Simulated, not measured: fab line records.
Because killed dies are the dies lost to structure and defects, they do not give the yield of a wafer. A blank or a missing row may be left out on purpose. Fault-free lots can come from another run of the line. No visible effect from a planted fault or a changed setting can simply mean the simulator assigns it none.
Split-lot study	flow berkeley_cmos170	route with 331 steps; 5 lots, 27 wafers read

ABOUT THE SPLIT
At UCB170_SPACER_ETCHBACK_03 (etches SiO2 in CHF3/CF4/Ar, stops on Si, target depth 376 nm, time 100 s), the setting target_depth_a was moved away from the recipe's 3760 angstrom on 6 of the 27 wafers read, by -47.8% to +58.5%. All remaining wafers had this setting at the recipe value.

The reading comes from the split's own step.

THE READING
oes_product_au, in a.u., at UCB170_SPACER_ETCHBACK_03 (etches SiO2 in CHF3/CF4/Ar, stops on Si, target depth 376 nm, time 100 s). A value of 0.898 a.u. with a standard deviation of 0.015 a.u. is what fault-free wafers of this fab line usually give.

wafer	tool, chamber at the split	target_depth_a as run, angstrom	against the recipe	oes_product_au, a.u.	against lot-mates on the recipe
L074.1	rie_diel-04, 2	5958	+58.5%	0.670	-0.225
L074.2	rie_diel-04, 0	5958	+58.5%	0.671	-0.224
L074.3	rie_diel-04, 1	5958	+58.5%	0.655	-0.240
L074.4	rie_diel-04, 3	3760	recipe	0.891	-
L074.5	rie_diel-04, 1	3760	recipe	0.891	-
L074.6	rie_diel-04, 0	3760	recipe	0.902	-
L075.1	rie_diel-02, 2	3760	recipe	0.877	-
L075.2	rie_diel-02, 0	3760	recipe	0.904	-
L075.6	rie_diel-02, 2	3760	recipe	0.879	-
L076.1	rie_diel-02, 3	3760	recipe	0.881	-
L076.2	rie_diel-02, 2	1962	-47.8%	1.011	+0.128
L076.3	rie_diel-02, 0	1962	-47.8%	1.017	+0.134
L076.4	rie_diel-02, 2	3760	recipe	0.872	-
L076.5	rie_diel-02, 0	1962	-47.8%	1.023	+0.140
L076.6	rie_diel-02, 3	3760	recipe	0.897	-
L083.1	rie_diel-01, 1	3760	recipe	0.911	-
L083.2	rie_diel-01, 0	3760	recipe	0.894	-
L083.3	rie_diel-01, 2	3760	recipe	0.909	-
L083.4	rie_diel-01, 3	3760	recipe	0.923	-
L083.5	rie_diel-01, 3	3760	recipe	0.915	-
L083.6	rie_diel-01, 2	3760	recipe	0.918	-
L085.1	rie_diel-04, 3	3760	recipe	0.874	-
L085.2	rie_diel-04, 1	3760	recipe	0.885	-
L085.3	rie_diel-04, 2	3760	recipe	0.891	-
L085.4	rie_diel-04, 2	3760	recipe	0.896	-
L085.5	rie_diel-04, 1	3760	recipe	0.885	-
L085.6	rie_diel-04, 3	3760	recipe	0.880	-

THE FIT
A straight line over all 27 wafers: oes_product_au changes by -0.00336 a.u. for each +1% of target_depth_a; r = -0.97; the points scatter about the line by 0.02 a.u.
The same after taking each lot's own level away (the mean of its wafers on the recipe; 27 wafers): -0.00346 a.u. for each +1%; r = -0.99; scatter 0.015 a.u.
That fit puts the effect of the largest move of target_depth_a on the reading at 0.2 a.u.
The span of the lots' own levels, 0.8833 to 0.9117 a.u., comes to 1.9 times the standard deviation stated above.
Consequently the slope shifts little with the lot-to-lot level, the two slopes agreeing.
Check: for one of the wafers moved furthest among these (+58.5%), held out of the fit, the line's prediction against its lot-mates is -0.204 a.u. It came out at -0.225 a.u. against them.
Tool readings at the split's step, against how far the setting was moved: oes_product_au r = -0.97.

OTHER SPLITS ON THESE WAFERS
These wafers also went through other splits before the reading. Each is held against what the fit with the lots' levels taken away leaves over:
other split on the same wafers	wafers away from the commonest value	r with oes_product_au (lot level and that fit taken away)
UCB170_NWELL_ETCH_13 target_depth_a	12	+0.06
UCB170_PWELL_OXIDATION_02 ox_time_s	18	+0.18
UCB170_ACTIVE_ETCH_15 time_s	12	+0.31

THE WHOLE CHAIN: every reading that the file lists as answering this split, in the file's order
step	what it does	reading	change (the file's fit)	r (the file's)
UCB170_SPACER_ETCHBACK_03	etches SiO2 in CHF3/CF4/Ar, stops on Si, target depth 376 nm, time 100 s	oes_product_au	-0.00347 a.u. for each +1% of the setting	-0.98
UCB170_M3_PROBE_99		etest.pldd.rs_ohm_sq (the simulator's own value, which no gauge read)	not straight: 1122 at the lowest setting, 1095 at the recipe, 3.598 at the highest	not given

THE FILE'S OWN FIT
oes_product_au changes by -0.00347 a.u. for each +1% of target_depth_a, r = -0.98.
